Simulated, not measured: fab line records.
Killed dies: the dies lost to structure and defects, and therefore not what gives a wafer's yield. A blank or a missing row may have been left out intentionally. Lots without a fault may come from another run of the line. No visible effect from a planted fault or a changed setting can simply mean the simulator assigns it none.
The tool behind it: which one? | flow berkeley_cmos170 | 13 lots with 39 wafers sampled at 3 steps, on a route of 331 steps

## WHAT EACH GAUGE READ, for each wafer
UCB170_GATE_CD_MEAS_12: the cd target is 350 nm. Usual: cd_nm at 350.1 nm, with a standard deviation of 1.2.
lot  | measured     | on        | cd_nm (nm)        | flag
L801 | day 6 14:44  | cd_sem-02 | 352.0 351.3 351.2 |
L802 | day 7 14:52  | cd_sem-02 | 350.7 350.4 350.4 |
L803 | day 7 19:38  | cd_sem-01 | 350.1 349.4 348.9 |
L806 | day 7 19:46  | cd_sem-01 | 351.1 350.5 350.4 |
L805 | day 7 20:00  | cd_sem-01 | 349.0 348.3 349.0 |
L808 | day 8 18:43  | cd_sem-02 | 279.8 280.2 279.7 | OFF
L817 | day 10 03:48 | cd_sem-01 | 352.3 351.6 352.1 |
L816 | day 10 03:59 | cd_sem-02 | 352.3 350.3 353.4 |
L818 | day 10 21:09 | cd_sem-01 | 348.1 348.2 350.2 |
L819 | day 10 21:17 | cd_sem-02 | 350.4 350.1 351.2 |
L823 | day 11 07:49 | cd_sem-02 | 349.7 349.7 349.9 |
L821 | day 11 08:06 | cd_sem-02 | 350.7 348.1 350.5 |
L824 | day 12 03:02 | cd_sem-01 | 347.1 348.2 347.3 |

UCB170_SILICIDE_RS_MEAS_02: uses a four-point probe to measure. Usual: SILICIDE_TI_RS 25.5 ohm/sq, standard deviation 0.46.
lot  | measured     | on            | SILICIDE_TI_RS (ohm/sq) | flag
L801 | day 7 09:28  | film_metro-03 | 25.1 25.1 24.9          |
L802 | day 8 05:28  | film_metro-01 | 25.7 24.9 25.0          |
L803 | day 8 13:01  | film_metro-01 | 25.6 25.8 25.9          |
L806 | day 8 13:17  | film_metro-04 | 25.6 25.2 25.1          |
L805 | day 8 13:35  | film_metro-04 | 25.9 25.3 25.8          |
L817 | day 10 22:08 | film_metro-04 | 25.8 25.3 25.6          |
L816 | day 10 21:56 | film_metro-01 | 24.7 24.9 25.6          |
L818 | day 11 14:23 | film_metro-03 | 25.0 24.9 24.8          |
L819 | day 11 14:28 | film_metro-04 | 25.2 25.0 25.1          |
L823 | day 12 00:59 | film_metro-04 | 25.6 25.2 25.7          |
L821 | day 12 02:02 | film_metro-01 | 26.7 26.4 26.4          |
L824 | day 12 23:10 | film_metro-01 | 25.4 25.1 25.4          |

## WHICH TOOL RAN EACH LOT (tool, then ch and the chambers of the sampled wafers, then the start)
lot  | UCB170_GATE_EXPOSE_09
L801 | krf_scanner-02 ch 0, day 6 14:19
L802 | krf_scanner-02 ch 0, day 7 14:28
L803 | krf_scanner-02 ch 0, day 7 18:55
L806 | krf_scanner-02 ch 0, day 7 19:07
L805 | krf_scanner-01 ch 0, day 7 19:29
L808 | krf_scanner-02 ch 0, day 8 18:17
L817 | krf_scanner-02 ch 0, day 10 03:25
L816 | krf_scanner-02 ch 0, day 10 03:31
L818 | krf_scanner-01 ch 0, day 10 20:38
L819 | krf_scanner-02 ch 0, day 10 20:53
L823 | krf_scanner-02 ch 0, day 11 07:14
L821 | krf_scanner-02 ch 0, day 11 07:43
L824 | krf_scanner-01 ch 0, day 12 02:38
- UCB170_GATE_EXPOSE_09: exposes mask POLY, target cd 350 nm.

## AS READ BY THE TOOLS THEMSELVES (means over the sampled wafers that have a number; for cases with no such wafer, the mark the record gives instead)
The record holds no such reading with a usual standard deviation.

## THE ANSWER, worked out from the rows above alone
Rule: a lot is off if the mean of its wafers that have a number lies more than 3 standard deviations from the usual mean. Also off: a lot with no number at a reading for which 4 or more lots have one. Any other lot the step has rows for is counted as sound. The gauges are gone through in route order, then the tools' own readings, and for those a lot's mean is taken as printed above. The first step at which some lot is off is used, and at that step the reading that is off furthest; a lot without a number counts as furthest.
Off, at UCB170_GATE_CD_MEAS_12 on cd_nm: L808.
A tool fits if, at a process step before that reading, it ran every lot that is off, and no sound lot after the first of them. Those tools and the gauges at UCB170_GATE_CD_MEAS_12 are tried in the same way. Not one of the candidates tried fits.

## WHAT WAS PUT IN BY THE SIMULATOR
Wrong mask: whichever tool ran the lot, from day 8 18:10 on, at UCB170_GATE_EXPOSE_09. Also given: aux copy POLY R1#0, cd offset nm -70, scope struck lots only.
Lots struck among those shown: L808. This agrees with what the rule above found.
